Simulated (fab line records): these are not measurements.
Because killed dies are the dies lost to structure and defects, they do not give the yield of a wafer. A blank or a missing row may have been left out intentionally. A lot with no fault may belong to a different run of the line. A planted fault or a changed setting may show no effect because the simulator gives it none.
What tool caused it?	flow berkeley-cmos170	42 wafers from 14 lots sampled at 4 of the route's 331 steps

## WHAT EACH GAUGE READ, for each wafer
UCB170_FIELD_THK_MEAS_91.
lot	measured	on	FIELD_OXIDE_LEFT_2_THK (nm)
L344	day 5 23:41	film-metro-01	332 341 336
L346	day 6 21:56	film-metro-03	364 359 366
L345	day 6 22:18	film-metro-04	343 344 351
L349	day 7 05:20	film-metro-03	370 354 350
L348	day 7 05:33	film-metro-03	352 352 350
L351	day 7 13:43	film-metro-03	338 347 346
L350	day 7 13:53	film-metro-04	356 354 353
L358	day 9 04:31	film-metro-04	358 361 358
L357	day 9 04:37	film-metro-01	355 355 357
L359	day 9 18:58	film-metro-01	347 345 336
L361	day 10 03:23	film-metro-01	366 358 364
L362	day 10 03:35	film-metro-03	351 362 362
L364	day 10 12:26	film-metro-04	359 361 367
L367	day 11 10:10	film-metro-03	357 372 361

UCB170_GATE_THK_MEAS_02.
lot	measured	on	GATE_OXIDE_THK (nm)
L344	day 6 04:41	film-metro-01	6.50 6.61 6.67
L346	day 7 03:28	film-metro-02	6.75 6.74 6.77
L345	day 7 03:31	film-metro-02	6.76 6.79 6.72
L349	day 7 10:24	film-metro-03	6.62 6.71 6.67
L348	day 7 10:23	film-metro-01	6.52 6.55 6.55
L351	day 7 21:35	film-metro-01	6.58 6.63 6.58
L350	day 7 21:35	film-metro-03	6.59 6.55 6.63
L358	day 9 13:34	film-metro-03	6.74 6.70 6.78
L357	day 9 13:34	film-metro-01	6.58 6.42 6.52
L359	day 9 22:53	film-metro-02	6.68 6.59 6.66
L361	day 10 06:35	film-metro-03	6.61 6.70 6.72
L362	day 10 06:34	film-metro-02	6.52 6.50 6.42
L364	day 10 16:39	film-metro-03	6.84 6.83 6.70
L367	day 11 11:47	film-metro-02	6.47 6.55 6.57

UCB170_SPACER_THK_MEAS_01.
lot	measured	on	SPACER_TEOS_THK (nm)
L344	day 6 18:06	film-metro-02	371 373 379
L346	day 7 16:22	film-metro-02	370 379 385
L345	day 7 16:48	film-metro-02	375 380 380
L349	day 8 00:35	film-metro-03	373 376 378
L348	day 7 23:52	film-metro-02	375 382 382
L351	day 8 12:53	film-metro-02	380 381 387
L350	day 8 12:53	film-metro-03	382 380 383
L358	day 10 05:41	film-metro-02	344 369 349
L357	day 10 05:14	film-metro-02	361 374 373
L359	day 10 09:15	film-metro-02	375 350 377
L361	day 10 19:41	film-metro-04	381 380 383
L362	day 10 19:06	film-metro-04	384 382 387
L364	day 11 08:02	film-metro-02	380 376 380
L367	day 12 00:26	film-metro-03	374 381 380

## EACH LOT AND THE TOOL THAT RAN IT (in order: tool; ch and the chambers of the sampled wafers; start)
lot	UCB170_SPACER_CVD_00
L344	pecvd-01 ch 1,2, day 6 18:02
L346	pecvd-01 ch 0,1,2, day 7 16:19
L345	pecvd-02 ch 1,2, day 7 16:43
L349	pecvd-01 ch 0,1, day 8 00:31
L348	pecvd-02 ch 0,2, day 7 23:50
L351	pecvd-04 ch 1,2, day 8 12:50
L350	pecvd-02 ch 0,1,2, day 8 12:50
L358	pecvd-01 ch 0,2, day 10 05:38
L357	pecvd-04 ch 0,1, day 10 05:11
L359	pecvd-01 ch 0,1,2, day 10 09:11
L361	pecvd-04 ch 1,2, day 10 19:37
L362	pecvd-02 ch 1,2, day 10 18:59
L364	pecvd-02 ch 0,1,2, day 11 07:59
L367	pecvd-02 ch 1,2, day 12 00:24
- UCB170_SPACER_CVD_00: deposits SiO2 from TEOS/O2, target thk 376 nm, time 47 s.

## WHAT THE TOOLS THEMSELVES READ (means of the sampled wafers that have a number; where no wafer has one, the mark that the record gives instead)
UCB170_SPACER_CVD_00.
lot	tool	heater-power-w (W)
L344	pecvd-01	238
L346	pecvd-01	268
L345	pecvd-02	261
L349	pecvd-01	303
L348	pecvd-02	284
L351	pecvd-04	251
L350	pecvd-02	258
L358	pecvd-01	274
L357	pecvd-04	224
L359	pecvd-01	268
L361	pecvd-04	257
L362	pecvd-02	273
L364	pecvd-02	243
L367	pecvd-02	277

## THE ANSWER, worked out from the rows above alone
Rule: usual is defined by the lots themselves. Put in order of their means at a reading, lots are off if they are a third of the lots or fewer, leave a main group of 4 or more, and stand apart from it by a gap of 3 or more times the standard deviation of the main group's means; of several such gaps the widest counts. If all means in a main group match to the digits the tables above print for the reading, that group is not used. A lot without any number at a reading at which 4 lots or more have one is off too. The other lots that the step has rows for count as sound. After the gauges, taken in route order, come the tools' own readings; for these a lot's mean is taken, as printed above. The first step at which some lot is off is used, and at that step the reading that is off furthest; a lot without a number counts as furthest.
Nothing can be told from this: no lot is off at any reading shown.

## WHAT THE SIMULATOR HAD INSERTED
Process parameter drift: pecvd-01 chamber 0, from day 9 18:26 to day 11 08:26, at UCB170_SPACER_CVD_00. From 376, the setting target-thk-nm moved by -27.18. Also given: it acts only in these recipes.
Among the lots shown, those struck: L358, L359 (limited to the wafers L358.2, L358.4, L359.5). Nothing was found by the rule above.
